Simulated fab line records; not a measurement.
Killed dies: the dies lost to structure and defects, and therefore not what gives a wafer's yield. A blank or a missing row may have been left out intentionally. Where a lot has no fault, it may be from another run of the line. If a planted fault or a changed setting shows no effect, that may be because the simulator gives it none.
fab line records ; flow berkeley_cmos170 ; part 2 of 2: steps 30 to 42 of 42
record lots=5; wafers=15; last_day=11
route steps=331 shown M2@285 V2@292 M3@309
lots that met no fault: taken from a fault-free run of the same line
start_h: hours from the record's opening day to when the first of the lot's shown wafers began ; wait_h: hours from the lot's prior step to this one ; " as in the row above ; L1.1+2: several wafers, shown together as one row ; - no value, or no start given ; * or withheld: withheld ; < > ~ a bound
route shown NAME@n: NAME is a module with steps in the file, n the number in the route of the first one ; usual: mean and standard deviation over wafers with no fault ; same: alike in all rows ; chamber/n: place in a boat ; sites: each site's reading ; _std_site: the standard deviation of these ; _edge_site: inner sites' mean taken away from outer sites' mean ; radius_mm: how far each site lies from the wafer's centre ; mask NAME#n: copy n ; behind: the most recent tool/chamber to have shaped the wafer ; hold: why the lot went on hold/how many hours it stayed there/how the hold came to an end ; device: the transistor (n, p or np) that didn't switch ; end of line: the route-end tests of the same wafers ; for a step that has no rows: nothing shown but its recipe ; killed: not the wafer's yield, but the dies lost to structure and defects at the first sort ; map: per-die view of a wafer (x killed, . not killed, _ where there is no die)
set.NAME: setting as actually run; set.NAME@STEP: the setting as run at that earlier step ; model.NAME: the simulator's own value behind a step, which no gauge read
lots at some steps of the route; a table a step, a row a wafer
services: from which hour (start_h, from the record's first day; less than 0 if before it) a tool's chamber was out of use, for how many hours, and why
## steps
# step UCB170_M3_COAT_05
# recipe resist=KrF; spin_rpm=1500; resist_thk_nm=900
lot.wafer;tool;chamber;start_h;wait_h
L083.1+3+4;litho_track-04;0;204.79;0.1
L087.1+2+3;litho_track-03;0;223.97;0.1
L092.3+4+6;litho_track-04;0;240.66;0.1
L091.1+3+6;litho_track-04;0;241.06;0.1
L095.3+4+6;litho_track-03;0;260.98;0.1
# step UCB170_M3_SOFTBAKE_06
# recipe resist=KrF; temp_c=130; time_s=60
lot.wafer;tool;chamber;start_h;wait_h
L083.1+3+4;litho_track-04;0;204.94;0.1
L087.1+2+3;litho_track-03;0;224.12;0.1
L092.3+4+6;litho_track-04;0;240.81;0.1
L091.1+3+6;litho_track-04;0;241.21;0.1
L095.3+4+6;litho_track-03;0;261.13;0.1
# step UCB170_M3_STRIP_07
# recipe chemistry=O2; power_w=400; pressure_mtorr=3500; platen_temp_c=withheld; o2_flow_sccm=400; overash_fraction=0.5
# usual drypump_motor_current_A=5.7/0.49; oes_product_au=0.735/0.0047; strip_time_to_endpoint_s=21.95/0.064
lot.wafer;tool;chamber;start_h;wait_h;drypump_motor_current_A;oes_product_au;rf_hours_counter_h;strip_time_to_endpoint_s
L083.1;plasma_asher-01;0;205.09;0.1;5.1;0.730;50;22.00
L083.3;plasma_asher-01;1;205.09;0.1;6.2;0.725;-;21.96
L083.4;plasma_asher-01;0;205.09;0.1;5.1;0.731;-;21.92
L087.1;plasma_asher-03;1;224.27;0.1;5.4;0.736;49;21.87
L087.2;plasma_asher-03;0;224.27;0.1;5.2;0.733;49;21.93
L087.3;plasma_asher-03;1;224.27;0.1;5.4;0.734;-;21.81
L092.3;plasma_asher-01;1;240.95;0.1;6.2;0.726;-;21.80
L092.4;plasma_asher-01;0;240.95;0.1;5.1;0.728;-;21.83
L092.6;plasma_asher-01;0;240.95;0.1;5.1;0.730;-;21.88
L091.1;plasma_asher-04;1;241.36;0.1;6.0;0.730;14;21.89
L091.3;plasma_asher-04;0;241.36;0.1;6.2;0.736;-;21.83
L091.6;plasma_asher-04;0;241.36;0.1;6.2;0.738;-;21.84
L095.3;plasma_asher-04;0;261.26;0.1;6.2;0.739;-;22.02
L095.4;plasma_asher-04;1;261.26;0.1;5.9;0.746;-;21.94
L095.6;plasma_asher-04;0;261.26;0.1;6.2;0.731;-;21.95
# step UCB170_M3_STRIP_08
# recipe chemistry=DMSO; temp_c=80; time_s=600; material=KrF
lot.wafer;tool;chamber;start_h;wait_h
L083.1+3+4;wet_bench-02;2;205.27;0.1
L087.1+2+3;wet_bench-01;1;224.37;0.1
L092.3+4+6;wet_bench-04;3;241.01;0.0
L091.1+3+6;wet_bench-02;1;241.46;0.1
L095.3+4+6;wet_bench-02;2;261.33;0.0
# step UCB170_M3_COAT_09
# recipe resist=BARC; temp_c=withheld; time_s=withheld; spin_rpm=3000; resist_thk_nm=withheld
lot.wafer;tool;chamber;start_h;wait_h
L083.1+3+4;litho_track-03;0;205.88;0.4
L087.1+2+3;litho_track-02;0;224.55;0.0
L092.3+4+6;litho_track-02;0;241.31;0.1
L091.1+3+6;litho_track-04;0;241.74;0.1
L095.3+4+6;litho_track-04;0;261.80;0.3
# step UCB170_M3_COAT_10
# recipe resist=KrF; spin_rpm=1500; resist_thk_nm=900
lot.wafer;tool;chamber;start_h;wait_h
L083.1+3+4;litho_track-03;0;-;-
L087.1+2+3;litho_track-02;0;-;-
L092.3+4+6;litho_track-02;0;-;-
L091.1+3+6;litho_track-04;0;-;-
L095.3+4+6;litho_track-04;0;-;-
# step UCB170_M3_SOFTBAKE_11
# recipe resist=KrF; temp_c=130; time_s=60
lot.wafer;tool;chamber;start_h;wait_h
L083.1+3+4;litho_track-03;0;-;-
L087.1+2+3;litho_track-02;0;-;-
L092.3+4+6;litho_track-02;0;-;-
L091.1+3+6;litho_track-04;0;-;-
L095.3+4+6;litho_track-04;0;-;-
# step UCB170_M3_EXPOSE_12
# recipe mask_id=METAL3; target_cd_nm=700; na=0.5; sigma_outer=0.6; source_shape=conventional; dose_mj=26
lot.wafer;tool;chamber;start_h;wait_h;mask
L083.1+3+4;krf_scanner-02;0;206.46;-;METAL3#0
L087.1+2+3;krf_scanner-01;0;225.00;-;METAL3#0
L092.3+4+6;krf_scanner-02;0;241.88;-;METAL3#0
L091.1+3+6;krf_scanner-02;0;242.19;-;METAL3#0
L095.3+4+6;krf_scanner-02;0;262.23;-;METAL3#0
# step UCB170_M3_PEB_13
# recipe peb_temp_c=130; peb_time_s=withheld; resist=KrF
lot.wafer;tool;chamber;start_h;wait_h
L083.1+3+4;litho_track-03;0;207.23;0.8
L087.1+2+3;litho_track-03;0;225.12;0.1
L092.3+4+6;litho_track-02;0;242.04;0.1
L091.1+3+6;litho_track-02;0;242.54;0.3
L095.3+4+6;litho_track-03;0;262.45;0.2
# step UCB170_M3_DEVELOP_14
# recipe developer=TMAH; develop_time_s=45; resist=KrF; dev_temp_c=21
lot.wafer;tool;chamber;start_h;wait_h
L083.1+3+4;litho_track-03;0;-;-
L087.1+2+3;litho_track-03;0;-;-
L092.3+4+6;litho_track-02;0;-;-
L091.1+3+6;litho_track-02;0;-;-
L095.3+4+6;litho_track-03;0;-;-
# step UCB170_M3_CD_MEAS_15
# recipe target_cd_nm=700
# usual cd_nm=699.4/1.4
lot.wafer;tool;chamber;start_h;wait_h;cd_nm
L083.1;cd_sem-02;-;207.51;-;699.6
L083.3;cd_sem-02;-;207.51;-;700.7
L083.4;cd_sem-02;-;207.51;-;699.5
L087.1;cd_sem-02;-;225.39;-;700.1
L087.2;cd_sem-02;-;225.39;-;698.9
L087.3;cd_sem-02;-;225.39;-;699.2
L092.3;cd_sem-01;-;242.30;-;701.2
L092.4;cd_sem-01;-;242.30;-;701.2
L092.6;cd_sem-01;-;242.30;-;700.3
L091.1;cd_sem-02;-;242.81;-;699.4
L091.3;cd_sem-02;-;242.81;-;700.0
L091.6;cd_sem-02;-;242.81;-;700.4
L095.3;cd_sem-01;-;262.72;-;696.7
L095.4;cd_sem-01;-;262.72;-;696.8
L095.6;cd_sem-01;-;262.72;-;696.5
# step UCB170_M3_OVL_MEAS_16
# usual M3_OVL=5/5.7
lot.wafer;tool;chamber;start_h;wait_h;M3_OVL[nm]
L083.1;overlay-02;-;207.63;0.1;8
L083.3;overlay-02;-;207.63;0.1;3
L083.4;overlay-02;-;207.63;0.1;-3
L087.1;overlay-02;-;225.51;0.1;6
L087.2;overlay-02;-;225.51;0.1;8
L087.3;overlay-02;-;225.51;0.1;6
L092.3;overlay-02;-;242.39;0.1;0
L092.4;overlay-02;-;242.39;0.1;-5
L092.6;overlay-02;-;242.39;0.1;-4
L091.1;overlay-01;-;242.93;0.1;5
L091.3;overlay-01;-;242.93;0.1;10
L091.6;overlay-01;-;242.93;0.1;15
L095.3;overlay-01;-;262.81;0.1;7
L095.4;overlay-01;-;262.81;0.1;14
L095.6;overlay-01;-;262.81;0.1;9
# step UCB170_M3_ETCH_17
# recipe chemistry=N2/H2; target_depth_a=withheld; overetch_a=withheld; target=BARC; time_s=withheld; source_w=500; bias_w=100; pressure_mtorr=30; n2_flow_sccm=100; h2_flow_sccm=200
# usual drypump_motor_current_A=5.9/0.56; n2_flow_sccm=100.0/0.32; oes_product_au=1.009/0.014; throttle_valve_pct=13.27/0.17
lot.wafer;tool;chamber;start_h;wait_h;drypump_motor_current_A;n2_flow_sccm;oes_product_au;throttle_valve_pct
L083.1;rie_diel-04;2;207.66;0.0;6.7;99.7;0.984;13.05
L083.3;rie_diel-04;3;207.66;0.0;6.3;99.9;1.000;13.38
L083.4;rie_diel-04;0;207.66;0.0;4.8;100.0;1.012;13.55
L087.1;rie_diel-04;1;225.55;0.0;5.6;100.0;1.005;13.08
L087.2;rie_diel-04;2;225.55;0.0;6.7;100.0;0.995;13.05
L087.3;rie_diel-04;2;225.55;0.0;6.7;99.9;0.989;13.07
L092.3;rie_diel-03;1;242.42;0.0;5.7;100.7;0.996;13.34
L092.4;rie_diel-03;2;242.42;0.0;5.6;99.8;1.010;13.28
L092.6;rie_diel-03;1;242.42;0.0;5.8;100.0;0.997;13.34
L091.1;rie_diel-03;0;242.97;0.0;5.8;99.9;1.011;13.32
L091.3;rie_diel-03;1;242.97;0.0;5.8;100.0;0.993;13.34
L091.6;rie_diel-03;1;242.97;0.0;5.8;99.9;1.001;13.34
L095.3;rie_diel-01;1;262.83;0.0;5.3;99.9;1.006;13.00
L095.4;rie_diel-01;3;262.83;0.0;6.2;100.0;1.015;13.33
L095.6;rie_diel-01;1;262.83;0.0;5.3;99.9;1.017;13.00
## services
tool;chamber;start_h;hours;kind
krf_scanner-01;-;179.62;1.0;pm
rie_diel-03;0;189.13;8.9;repair
krf_scanner-02;-;197.13;0.8;pm
pecvd-02;-;203.62;13.2;repair
pvd_sputter-01;3;204.91;-;consumable_replace:kit
pvd_sputter-01;3;204.91;18.0;scheduled_down
krf_scanner-02;-;210.38;2.2;repair
rie_diel-01;0;210.72;-;clean
rie_diel-01;0;210.72;19.9;scheduled_down
rie_diel-01;0;210.72;19.9;vent_cycle
plasma_asher-04;-;214.28;1.0;repair
pecvd-02;2;220.47;3.6;repair
rie_diel-01;-;223.27;15.6;pm
krf_scanner-01;-;225.76;1.3;pm
krf_scanner-02;-;227.06;1.0;pm
rie_diel-02;1;230.48;1.2;repair
plasma_asher-04;-;231.52;2.8;pm
cmp-02;-;232.00;4.0;pm
cmp-01;-;236.00;3.6;pm
pecvd-01;-;242.50;14.0;pm
rie_diel-02;-;244.80;0.1;repair
cmp-01;-;255.61;4.6;pm
pecvd-01;-;260.52;2.8;pm
cmp-02;-;261.45;0.3;repair
